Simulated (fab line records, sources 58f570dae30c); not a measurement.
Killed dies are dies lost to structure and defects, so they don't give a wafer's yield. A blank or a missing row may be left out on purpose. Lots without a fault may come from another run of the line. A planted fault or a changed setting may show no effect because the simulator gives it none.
fab line records | flow berkeley_cmos170
record lots=14 wafers=42 last_day=13
route steps=331 shown PLDD@155 NLDD@168 SILICIDE@214 V1@266 V2@307
lots that met no fault: from a run of the same line without faults
start_h: hours from the record's first day to the start of the lot's first wafer shown | wait_h: hours since the lot's step before | " the same as in the row above | L1.1+2: a row that stands for several wafers | - no value, or no start given | * or withheld: withheld | < > ~ a bound
route shown NAME@n: a module of which the file shows steps, and the number in the route of the first | usual: mean/standard deviation of fault-free wafers | same: alike in all rows | chamber/n: place in a boat | sites: the reading at each site | _std_site: their standard deviation | _edge_site: outer sites' mean less inner sites' | radius_mm: how far each site lies from the wafer's centre | mask NAME#n: copy n | behind: the tool/chamber that last shaped the wafer | hold: why the lot was held/for how many hours/how that ended | device: the transistor (n, p or np) that didn't switch | end of line: the same wafers' tests at the end of the route | a step without rows: its recipe alone | killed: dies lost to structure and defects at the first sort, not the wafer's yield | map: a wafer's dies, x killed, . not, _ none there
set.NAME: the setting as run; set.NAME@STEP: as run at that earlier step | model.NAME: the simulator's own value behind a step, which no gauge read
steps of the route over a sample of lots; a table a step, a row a wafer
services: from which hour (start_h, from the record's first day; less than 0 if before it) a tool's chamber was out of use, for how many hours, and why
## steps
# step UCB170_PLDD_STRIP_10
# recipe chemistry=O2 power_w=400 pressure_mtorr=3500 platen_temp_c=withheld o2_flow_sccm=400 overash_fraction=0.5
# usual chamber_pressure_mTorr=3500/3.3 drypump_motor_current_A=5.8/0.39 oes_product_au=0.735/0.005 strip_time_to_endpoint_s=21.62/0.062
# columns lot.wafer tool chamber start_h wait_h chamber_pressure_mTorr drypump_motor_current_A oes_product_au rf_hours_counter_h strip_time_to_endpoint_s
L651.1 plasma_asher-01 1 154.09 0.1 3503 6.2 0.742 42 21.66
L651.3 " 0 " " 3499 5.7 0.734 - 21.63
L651.5 " 1 " " 3502 6.2 0.737 - 21.64
L650.1 plasma_asher-01 1 154.30 0.1 3502 6.2 0.734 42 21.68
L650.2 " 0 " " 3500 5.7 0.738 42 21.72
L650.4 " 0 " " 3502 5.7 0.734 - 21.71
L652.3 plasma_asher-04 1 162.56 0.1 3502 5.4 0.745 - 21.65
L652.4 " 0 " " 3505 5.6 0.737 - 21.61
L652.6 " 1 " " 3501 5.4 0.733 - 21.61
L653.1 plasma_asher-03 0 162.83 0.1 3498 6.6 0.731 37 21.64
L653.3 " 0 " " 3498 6.7 0.731 - 21.57
L653.5 " 0 " " 3499 6.7 0.735 - 21.64
L654.2 plasma_asher-04 0 182.21 0.1 3502 5.6 0.739 7 21.59
L654.5 " 0 " " 3496 5.6 0.731 - 21.66
L654.6 " 1 " " 3493 5.5 0.744 - 21.64
L656.4 plasma_asher-01 1 182.67 0.1 3498 6.2 0.732 - 21.62
L656.5 " 0 " " 3506 5.7 0.739 - 21.72
L656.6 " 1 " " 3498 6.2 0.742 - 21.58
L655.1 plasma_asher-03 1 182.85 0.1 3496 5.6 0.735 38 21.61
L655.4 " 1 " " 3495 5.7 0.739 - 21.49
L655.6 " 1 " " 3497 5.7 0.735 - 21.60
L658.1 plasma_asher-03 0 201.58 0.1 3502 6.7 0.738 40 21.71
L658.2 " 1 " " 3504 5.7 0.740 40 21.64
L658.3 " 0 " " 3491 6.6 0.741 - 21.67
L661.3 plasma_asher-01 0 223.99 0.1 3499 5.7 0.724 - 21.63
L661.4 " 1 " " 3500 6.2 0.734 - 21.57
L661.6 " 0 " " 3498 5.7 0.738 - 21.62
L660.2 plasma_asher-03 1 224.09 0.1 3503 5.7 0.739 42 21.58
L660.3 " 1 " " 3502 5.7 0.733 - 21.52
L660.4 " 0 " " 3494 6.7 0.729 - 21.50
L665.1 plasma_asher-04 1 236.94 0.1 3504 5.4 0.732 12 21.44
L665.2 " 0 " " 3499 5.6 0.742 12 21.55
L665.3 " 1 " " 3501 5.4 0.741 - 21.50
L664.2 plasma_asher-01 1 237.16 0.1 3502 6.2 0.734 50 21.61
L664.5 " 1 " " 3500 6.2 0.736 - 21.64
L664.6 " 0 " " 3503 5.7 0.734 - 21.59
L673.1 plasma_asher-04 0 273.68 0.1 - - - - -
L673.3 " 1 " " - - - - -
L673.5 " 0 " " - - - - -
L672.2 plasma_asher-04 1 274.07 0.1 - - - - -
L672.4 " 1 " " - - - - -
L672.6 " 1 " " - - - - -
# step UCB170_NLDD_STRIP_10
# recipe chemistry=O2 power_w=400 pressure_mtorr=3500 platen_temp_c=withheld o2_flow_sccm=400 overash_fraction=0.5
# usual chamber_pressure_mTorr=3500/3.3 drypump_motor_current_A=5.8/0.57 oes_product_au=0.734/0.0044 strip_time_to_endpoint_s=21.62/0.051
# columns lot.wafer tool chamber start_h wait_h chamber_pressure_mTorr drypump_motor_current_A oes_product_au rf_hours_counter_h strip_time_to_endpoint_s
L651.1 plasma_asher-04 0 159.28 0.1 3500 5.6 0.731 4 21.59
L651.3 " 1 " " 3500 5.5 0.737 - 21.54
L651.5 " 0 " " 3502 5.6 0.727 - 21.58
L650.1 plasma_asher-03 0 159.49 0.1 3499 6.6 0.733 36 21.58
L650.2 " 1 " " 3497 5.7 0.734 36 21.64
L650.4 " 1 " " 3505 5.7 0.739 - 21.69
L652.3 plasma_asher-03 1 164.34 0.1 3501 5.6 0.729 - 21.65
L652.4 " 0 " " 3498 6.7 0.733 - 21.67
L652.6 " 1 " " 3491 5.7 0.731 - 21.62
L653.1 plasma_asher-02 1 164.60 0.1 3499 6.4 0.732 44 21.54
L653.3 " 0 " " 3500 5.1 0.735 - 21.63
L653.5 " 1 " " 3496 6.4 0.732 - 21.60
L654.2 plasma_asher-03 0 184.18 0.1 3500 6.7 0.739 38 21.56
L654.5 " 1 " " 3504 5.7 0.744 - 21.54
L654.6 " 0 " " 3503 6.7 0.735 - 21.63
L656.4 plasma_asher-02 0 184.73 0.1 3502 5.1 0.736 - 21.62
L656.5 " 0 " " 3491 5.1 0.727 - 21.67
L656.6 " 1 " " 3496 6.4 0.727 - 21.58
L655.1 plasma_asher-03 0 184.81 0.1 3499 6.6 0.730 39 21.68
L655.4 " 1 " " 3502 5.7 0.731 - 21.67
L655.6 " 1 " " 3502 5.7 0.730 - 21.71
L658.1 plasma_asher-04 0 203.34 0.1 3501 5.6 0.733 9 21.64
L658.2 " 1 " " 3500 5.5 0.734 9 21.60
L658.3 " 0 " " 3503 5.6 0.739 - 21.65
L661.3 plasma_asher-03 1 226.50 0.1 3506 5.7 0.733 - 21.57
L661.4 " 0 " " 3500 6.6 0.738 - 21.62
L661.6 " 1 " " 3497 5.7 0.736 - 21.68
L660.2 plasma_asher-02 0 226.57 0.1 3509 5.1 0.740 50 21.65
L660.3 " 1 " " 3496 6.4 0.735 - 21.63
L660.4 " 0 " " 3502 5.1 0.738 - 21.63
L665.1 plasma_asher-02 1 238.75 0.1 3501 6.4 0.725 51 21.65
L665.2 " 0 " " 3499 5.1 0.735 51 21.66
L665.3 " 0 " " 3500 5.0 0.741 - 21.71
L664.2 plasma_asher-03 1 239.23 0.1 3501 5.7 0.743 44 21.56
L664.5 " 0 " " 3502 6.6 0.730 - 21.61
L664.6 " 1 " " 3495 5.7 0.737 - 21.61
L673.1 plasma_asher-02 0 275.84 0.1 3496 5.0 0.736 55 47.81
L673.3 " 1 " " 3499 6.4 0.739 - 47.90
L673.5 " 0 " " 3502 5.1 0.740 - 47.82
L672.2 plasma_asher-04 0 276.12 0.1 3499 5.6 0.745 17 47.88
L672.4 " 0 " " 3496 5.6 0.735 - 47.81
L672.6 " 0 " " 3492 5.6 0.736 - 47.85
# step UCB170_NLDD_TW_MEAS_11
# usual NLDD_TW=2191/16
# columns lot.wafer tool chamber start_h wait_h NLDD_TW
L651.1 film_metro-03 - 159.38 0.1 2168
L651.3 " - " " 2176
L651.5 " - " " 2171
L650.1 film_metro-01 - 159.59 0.1 2197
L650.2 " - " " 2204
L650.4 " - " " 2209
L652.3 film_metro-01 - 164.42 0.1 2194
L652.4 " - " " 2201
L652.6 " - " " 2210
L653.1 film_metro-01 - 164.70 0.1 2204
L653.3 " - " " 2207
L653.5 " - " " 2192
L654.2 film_metro-01 - 184.29 0.1 2199
L654.5 " - " " 2203
L654.6 " - " " 2214
L656.4 film_metro-01 - 184.82 0.1 2201
L656.5 " - " " 2219
L656.6 " - " " 2214
L655.1 film_metro-03 - 184.91 0.1 2174
L655.4 " - " " 2165
L655.6 " - " " 2170
L658.1 film_metro-01 - 203.44 0.1 2201
L658.2 " - " " 2203
L658.3 " - " " 2201
L661.3 film_metro-01 - 226.58 0.1 2197
L661.4 " - " " 2221
L661.6 " - " " 2212
L660.2 film_metro-02 - 226.68 0.1 2189
L660.3 " - " " 2199
L660.4 " - " " 2209
L665.1 film_metro-01 - 238.85 0.1 2198
L665.2 " - " " 2212
L665.3 " - " " 2206
L664.2 film_metro-02 - 239.45 0.2 2195
L664.5 " - " " 2196
L664.6 " - " " 2201
L673.1 film_metro-03 - 275.94 0.1 29
L673.3 " - " " 29
L673.5 " - " " 29
L672.2 film_metro-03 - 276.23 0.1 29
L672.4 " - " " 29
L672.6 " - " " 29
# step UCB170_SILICIDE_RTA_04
# recipe temp_c=650 time_s=15 ambient=N2
# usual lamp_power_pct=9.9/0.52 wafer_temp_C_max=652.2/0.67
# same time_s=15
# columns lot.wafer tool chamber start_h wait_h lamp_power_pct wafer_temp_C_max
L650.1 rtp_anneal-01 0 173.59 0.1 10.5 653.1
L650.2 " 0 " " 10.5 653.8
L650.4 " 0 " " 10.5 652.5
L651.1 rtp_anneal-01 0 174.04 0.1 10.5 652.8
L651.3 " 0 " " 10.5 652.5
L651.5 " 0 " " 10.5 653.2
L652.3 rtp_anneal-02 0 179.57 0.1 9.4 651.3
L652.4 " 0 " " 9.4 651.7
L652.6 " 0 " " 9.4 652.0
L653.1 rtp_anneal-01 0 179.99 0.1 10.5 652.0
L653.3 " 0 " " 10.5 652.4
L653.5 " 0 " " 10.5 653.0
L655.1 rtp_anneal-02 0 200.04 0.1 9.4 651.9
L655.4 " 0 " " 9.4 651.7
L655.6 " 0 " " 9.4 651.5
L654.2 rtp_anneal-01 0 201.06 0.1 10.5 653.0
L654.5 " 0 " " 10.5 651.7
L654.6 " 0 " " 10.5 651.3
L656.4 rtp_anneal-02 0 201.20 0.1 9.4 651.7
L656.5 " 0 " " 9.4 652.5
L656.6 " 0 " " 9.4 652.3
L658.1 rtp_anneal-01 0 221.23 0.1 10.5 653.3
L658.2 " 0 " " 10.5 652.7
L658.3 " 0 " " 10.5 653.9
L661.3 rtp_anneal-02 0 239.29 0.1 9.4 651.8
L661.4 " 0 " " 9.4 652.4
L661.6 " 0 " " 9.4 651.7
L660.2 rtp_anneal-02 0 239.98 0.1 9.4 651.1
L660.3 " 0 " " 9.4 650.9
L660.4 " 0 " " 9.4 651.3
L665.1 rtp_anneal-02 0 251.40 0.1 9.4 652.1
L665.2 " 0 " " 9.4 651.4
L665.3 " 0 " " 9.4 652.0
L664.2 rtp_anneal-01 0 257.15 0.1 10.5 651.9
L664.5 " 0 " " 10.5 652.4
L664.6 " 0 " " 10.5 652.9
L673.1 rtp_anneal-01 0 287.22 0.1 10.5 652.3
L673.3 " 0 " " 10.5 652.1
L673.5 " 0 " " 10.5 651.9
L672.2 rtp_anneal-02 0 287.84 0.1 9.4 651.9
L672.4 " 0 " " 9.4 651.2
L672.6 " 0 " " 9.4 651.5
# step UCB170_V1_CD_MEAS_12
# recipe target_cd_nm=700
# usual cd_nm=699.7/1.4
# columns lot.wafer tool chamber start_h wait_h cd_nm
L650.1 cd_sem-01 - 184.14 - 700.1
L650.2 " - " " 700.7
L650.4 " - " " 699.0
L651.1 cd_sem-01 - 186.83 - 701.4
L651.3 " - " " 702.5
L651.5 " - " " 701.3
L652.3 cd_sem-02 - 189.75 - 701.1
L652.4 " - " " 701.5
L652.6 " - " " 699.4
L653.1 cd_sem-02 - 191.79 - 698.6
L653.3 " - " " 700.3
L653.5 " - " " 699.5
L655.1 cd_sem-02 - 209.76 - 699.2
L655.4 " - " " 701.0
L655.6 " - " " 699.1
L654.2 cd_sem-01 - 218.56 - 698.7
L654.5 " - " " 699.5
L654.6 " - " " 699.2
L656.4 cd_sem-01 - 218.77 - 698.8
L656.5 " - " " 699.4
L656.6 " - " " 696.8
L658.1 cd_sem-01 - 232.12 - 697.5
L658.2 " - " " 697.2
L658.3 " - " " 697.7
L661.3 cd_sem-02 - 248.99 - 700.9
L661.4 " - " " 702.4
L661.6 " - " " 701.7
L660.2 cd_sem-01 - 252.20 - 699.8
L660.3 " - " " 699.5
L660.4 " - " " 700.6
L665.1 cd_sem-01 - 267.71 - 697.0
L665.2 " - " " 698.6
L665.3 " - " " 700.0
L664.2 cd_sem-01 - 273.00 - 699.3
L664.5 " - " " 698.1
L664.6 " - " " 697.7
L673.1 cd_sem-01 - 300.65 - 701.4
L673.3 " - " " 700.7
L673.5 " - " " 702.4
L672.2 cd_sem-02 - 303.24 - 698.8
L672.4 " - " " 698.4
L672.6 " - " " 698.3
# step UCB170_V2_STRIP_15
# recipe chemistry=O2 power_w=400 pressure_mtorr=3500 platen_temp_c=withheld o2_flow_sccm=400 overash_fraction=0.5
# usual chamber_pressure_mTorr=3500/3.2 drypump_motor_current_A=5.9/0.6 oes_product_au=0.722/0.0047 strip_time_to_endpoint_s=15.31/0.094
# columns lot.wafer tool chamber start_h wait_h chamber_pressure_mTorr drypump_motor_current_A oes_product_au rf_hours_counter_h strip_time_to_endpoint_s
L650.1 plasma_asher-02 1 189.28 0.1 3502 6.4 0.726 46 15.35
L650.2 " 0 " " 3504 5.1 0.717 46 15.38
L650.4 " 0 " " 3501 5.1 0.723 - 15.24
L651.1 plasma_asher-04 1 192.52 0.1 3503 5.4 0.714 8 15.20
L651.3 " 1 " " 3496 5.5 0.729 - 15.29
L651.5 " 0 " " 3506 5.6 0.726 - 15.47
L652.3 plasma_asher-03 1 196.27 0.1 3499 5.7 0.721 - 15.40
L652.4 " 0 " " 3496 6.7 0.720 - 15.34
L652.6 " 0 " " 3500 6.6 0.717 - 15.28
L653.1 plasma_asher-02 0 200.46 0.1 3500 5.1 0.726 47 15.16
L653.3 " 1 " " 3502 6.4 0.722 - 15.23
L653.5 " 1 " " 3501 6.4 0.715 - 15.15
L655.1 plasma_asher-03 1 215.15 0.1 3498 5.7 0.715 41 15.26
L655.4 " 1 " " 3505 5.7 0.723 - 15.13
L655.6 " 1 " " 3501 5.7 0.725 - 15.29
L654.2 plasma_asher-02 0 224.72 0.1 3502 5.1 0.720 50 15.22
L654.5 " 0 " " 3504 5.1 0.726 - 15.29
L654.6 " 1 " " 3497 6.4 0.718 - 15.14
L656.4 plasma_asher-03 1 225.93 0.1 3501 5.7 0.720 - 15.31
L656.5 " 0 " " 3501 6.6 0.721 - 15.30
L656.6 " 1 " " 3503 5.7 0.729 - 15.38
L658.1 plasma_asher-04 1 239.59 0.1 3498 5.4 0.725 13 15.30
L658.2 " 0 " " 3499 5.6 0.728 13 15.35
L658.3 " 1 " " 3501 5.4 0.726 - 15.37
L661.3 plasma_asher-03 0 258.93 0.1 3499 6.6 0.725 - 15.24
L661.4 " 1 " " 3503 5.7 0.728 - 15.27
L661.6 " 1 " " 3498 5.7 0.722 - 15.23
L660.2 plasma_asher-03 0 263.74 0.1 3498 6.6 0.720 46 15.36
L660.3 " 0 " " 3501 6.7 0.720 - 15.19
L660.4 " 1 " " 3504 5.7 0.722 - 15.47
L665.1 plasma_asher-03 0 276.07 0.1 3491 6.7 0.724 47 15.19
L665.2 " 1 " " 3498 5.7 0.725 47 15.34
L665.3 " 0 " " 3499 6.6 0.732 - 15.28
L664.2 plasma_asher-03 1 279.38 0.1 3502 5.7 0.720 48 15.43
L664.5 " 1 " " 3501 5.7 0.723 - 15.47
L664.6 " 0 " " 3499 6.6 0.729 - 15.35
L673.1 plasma_asher-02 1 306.77 0.2 3499 6.4 0.726 59 15.30
L673.3 " 1 " " 3503 6.4 0.722 - 15.41
L673.5 " 1 " " 3491 6.4 0.728 - 15.31
L672.2 plasma_asher-02 1 308.91 0.1 3494 6.4 0.723 60 15.40
L672.4 " 0 " " 3503 5.1 0.726 - 15.42
L672.6 " 1 " " 3501 6.4 0.718 - 15.28
## services
# columns tool chamber start_h hours kind
rtp_anneal-02 - 156.10 4.0 pm
plasma_asher-03 - 202.20 9.1 repair
rtp_anneal-01 - 233.20 11.0 pm
plasma_asher-04 - 245.85 2.8 pm
plasma_asher-04 - 271.70 0.5 repair
## key
first_sign step=UCB170_PLDD_STRIP_10 reading=tool_record direction=missing
effect step=UCB170_NLDD_STRIP_10 reading=strip_time_to_endpoint_s direction=up sigmas=99+ usual=* struck=*
effect step=UCB170_NLDD_TW_MEAS_11 reading=NLDD_TW direction=down sigmas=99+ usual=2191 struck=29
met_at UCB170_PLDD_STRIP_10
struck_lots L672,L673
sort_left_out L672.2,L672.4,L672.6,L673.1,L673.3,L673.5
tester_left_out L672,L673
not_acting_at UCB170_SILICIDE_RTA_04,UCB170_V1_CD_MEAS_12,UCB170_V2_STRIP_15
onset_between 236.94 273.68
fault kind=skipped_step_whole tool=plasma_asher-04 chamber=- onset_h=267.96 steps=UCB170_PLDD_STRIP_10 scope=struck_lots_only
# tester_left_out: of these lots the tester's yield and bins aren't shown, on N5 and GAA mostly nor the transistor test; their killed dies are dies lost to structure and defects alone, not to doping, threshold or leakage, so they don't give the yield
# sort_left_out: the simulated sort isn't trusted on such a fault, so these wafers' sort isn't shown, and their yield isn't known
